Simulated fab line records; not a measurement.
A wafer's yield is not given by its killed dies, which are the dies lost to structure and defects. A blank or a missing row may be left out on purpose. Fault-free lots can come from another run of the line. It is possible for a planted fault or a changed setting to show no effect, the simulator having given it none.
Which tool was responsible? | flow berkeley-cmos170 | 45 wafers from 15 lots sampled at 3 of the route's 331 steps

WHAT THE GAUGES SHOWED, per wafer
UCB170_GATE_OVL_MEAS_13.
lot  | measured     | on         | GATE_OVL (nm)
L866 | day 5 14:54  | overlay-02 | -4 4 8
L869 | day 6 15:26  | overlay-02 | 2 6 4
L868 | day 6 15:43  | overlay-02 | 2 -1 -1
L870 | day 6 15:53  | overlay-01 | -6 -2 -12
L871 | day 6 23:25  | overlay-02 | -3 2 -8
L872 | day 6 23:37  | overlay-02 | 2 1 -2
L873 | day 6 23:53  | overlay-01 | -5 2 0
L875 | day 7 16:01  | overlay-01 | -4 -4 -1
L876 | day 7 23:10  | overlay-01 | 3 5 4
L881 | day 9 09:02  | overlay-02 | -4 5 -2
L883 | day 9 16:47  | overlay-02 | 0 0 1
L882 | day 9 17:02  | overlay-02 | 3 13 -1
L885 | day 9 21:08  | overlay-02 | 6 2 11
L886 | day 10 06:19 | overlay-01 | 4 5 -1
L889 | day 11 09:21 | overlay-02 | -4 -1 0

UCB170_M2_CD_MEAS_15: target cd 700 nm.
lot  | measured     | on        | cd-nm (nm)
L866 | day 7 04:12  | cd-sem-02 | 699.5 699.8 700.8
L869 | day 7 23:57  | cd-sem-02 | 699.4 699.5 699.0
L868 | day 7 23:09  | cd-sem-02 | 699.8 699.5 700.5
L870 | day 7 23:26  | cd-sem-01 | 700.5 700.5 701.5
L871 | day 8 07:08  | cd-sem-01 | 702.2 701.9 702.5
L872 | day 8 07:59  | cd-sem-02 | 699.4 698.0 699.1
L873 | day 8 07:41  | cd-sem-02 | 697.2 697.4 696.9
L875 | day 9 02:34  | cd-sem-01 | 701.8 701.5 700.1
L876 | day 9 06:45  | cd-sem-01 | 701.2 702.9 702.2
L881 | day 10 17:16 | cd-sem-02 | 700.3 700.9 702.3
L883 | day 11 04:48 | cd-sem-02 | 701.0 700.4 698.7
L882 | day 11 00:34 | cd-sem-01 | 699.7 699.1 700.7
L885 | day 11 05:07 | cd-sem-02 | 703.3 701.8 702.7
L886 | day 11 13:12 | cd-sem-01 | 701.4 701.8 700.6
L889 | day 12 16:26 | cd-sem-01 | 699.3 697.6 698.0

UCB170_V2_BOW_MEAS_03.
lot  | measured     | on            | V2_BOW (um)
L866 | day 7 05:20  | film-metro-01 | 45 48 35
L869 | day 8 01:09  | film-metro-02 | 36 32 26
L868 | day 8 00:28  | film-metro-01 | 32 31 28
L870 | day 8 00:37  | film-metro-04 | 32 34 28
L871 | day 8 08:16  | film-metro-01 | 31 36 38
L872 | day 8 09:07  | film-metro-02 | 34 42 30
L873 | day 8 08:48  | film-metro-01 | 45 39 41
L875 | day 9 03:41  | film-metro-04 | 31 27 37
L876 | day 9 07:52  | film-metro-02 | 44 33 40
L881 | day 10 18:23 | film-metro-02 | 33 32 15
L883 | day 11 05:55 | film-metro-02 | 44 35 45
L882 | day 11 01:41 | film-metro-01 | 30 31 31
L885 | day 11 06:14 | film-metro-04 | 29 37 42
L886 | day 11 14:19 | film-metro-02 | 36 42 42
L889 | day 12 17:35 | film-metro-01 | 42 28 24

EACH LOT AND THE TOOL THAT RAN IT (in order: tool; ch and the chambers of the sampled wafers; start)
No process step before these readings appears in the record.

AS READ BY THE TOOLS THEMSELVES (means over the sampled wafers that have a number; for cases with no such wafer, the mark the record gives instead)
The record holds no such reading with a usual standard deviation.

THE ANSWER, worked out from the rows above alone
Rule: what is usual is taken from the lots themselves. The widest of any qualifying gaps counts: lots, ordered by their means at a reading, are off when they make up no more than a third of the lots, leave a main group of 4 or more, and stand apart from it by 3 or more times the standard deviation of that group's means. The tables above print the reading to a certain number of digits; a main group whose means all agree to those digits is not used. Also off: a lot with no number at a reading for which 4 or more lots have one. Where the step has rows for the other lots, those lots are counted as sound. Order of review: gauges by route order, followed by the tools' own readings, for which a lot's mean as printed above is used. At the first step where some lot is off, the reading lying furthest off is the one used; lots without a number count as furthest.
No lot is off at any reading shown: from this, nothing can be told.

WHAT THE SIMULATOR HAD INSERTED
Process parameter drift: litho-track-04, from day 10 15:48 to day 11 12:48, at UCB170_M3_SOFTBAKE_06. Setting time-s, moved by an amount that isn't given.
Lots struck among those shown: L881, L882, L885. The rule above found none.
